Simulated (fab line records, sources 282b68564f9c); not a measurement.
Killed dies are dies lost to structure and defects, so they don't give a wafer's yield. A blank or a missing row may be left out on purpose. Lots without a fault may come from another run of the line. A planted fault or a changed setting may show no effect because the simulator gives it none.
One fault seen from 2 desks | flow rit_cmos | each desk has only its own numbers; what lay behind them comes last

THE TOOL OWNER'S DESK: plasma_asher-04
The tool's own readings at RIT_NWELL_STRIP_09 (strips in O2, time 180 s): means of the sampled wafers that have a number, for each lot that ran on this tool. A lot is out of limits, marked OUT, if its mean lies more than 4 standard deviations from the usual mean; the brackets give that distance.
Columns: A = drypump_motor_current_A at RIT_NWELL_STRIP_09, usual 5.8 A; B = o2_flow_sccm at RIT_NWELL_STRIP_09, usual 4002 sccm; C = run_length_s at RIT_NWELL_STRIP_09, usual 208.1 s
lot  | first seen here | A   | B    | C
L408 | day 3 14:49     | 6.0 | 3989 | 72.1 (-99 or more) OUT
L420 | day 6 02:04     | 6.0 | 4018 | 207.8
This desk's finding: out of limits on L408; first on L408, day 3 14:49 (run_length_s at RIT_NWELL_STRIP_09). In limits: L420.

THE METROLOGY DESK
What the gauges read, lot by lot, whatever tool the lot ran on: means of the sampled wafers that have a number. A lot is out of limits, marked OUT, if its mean lies more than 4 standard deviations from the usual mean; the brackets give that distance.
Columns: A = NRETRO_TW at RIT_NRETRO_TW_MEAS_10, usual 1056; B = PRETRO_TW at RIT_PRETRO_TW_MEAS_10, usual 472
lot  | first seen here | A            | B
L402 | day 2 20:05     | 1073         | 472
L404 | day 3 04:01     | 1053         | 470
L408 | day 3 23:33     | 31 (-93) OUT | 61 (-99 or more) OUT
L412 | day 4 19:05     | 1065         | 470
L414 | day 5 06:37     | 1070         | 470
L415 | day 5 09:06     | 1071         | 478
L416 | day 5 15:47     | 1056         | 471
L417 | day 5 20:26     | 1059         | 471
L418 | day 6 02:29     | 1037         | 472
L419 | day 6 06:33     | 1059         | 473
L420 | day 6 11:32     | 1059         | 472
L421 | day 6 14:41     | 1040         | 479
L422 | day 6 21:06     | 1061         | 475
This desk's finding: out of limits on L408; first on L408, day 3 23:33 (NRETRO_TW at RIT_NRETRO_TW_MEAS_10). In limits: L402, L404, L412, L414, L415, L416, L417, L418, L419, L420, L421, L422.

PUT TOGETHER
The tool owner's desk could have raised an alarm at day 3 14:49, on L408.
The metrology desk could have raised an alarm at day 3 23:33, on L408.
Of the lots named, all ran RIT_NWELL_STRIP_09 on plasma_asher-04.

WHAT THE SIMULATOR HAD PUT IN
Strip aborted: plasma_asher-04, from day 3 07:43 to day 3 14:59, at RIT_NWELL_STRIP_09. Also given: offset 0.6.
Lots struck among those shown: L408.
Hours from the fault's start to each desk's first reading out of limits: the tool owner's desk, 7; the metrology desk, 16.
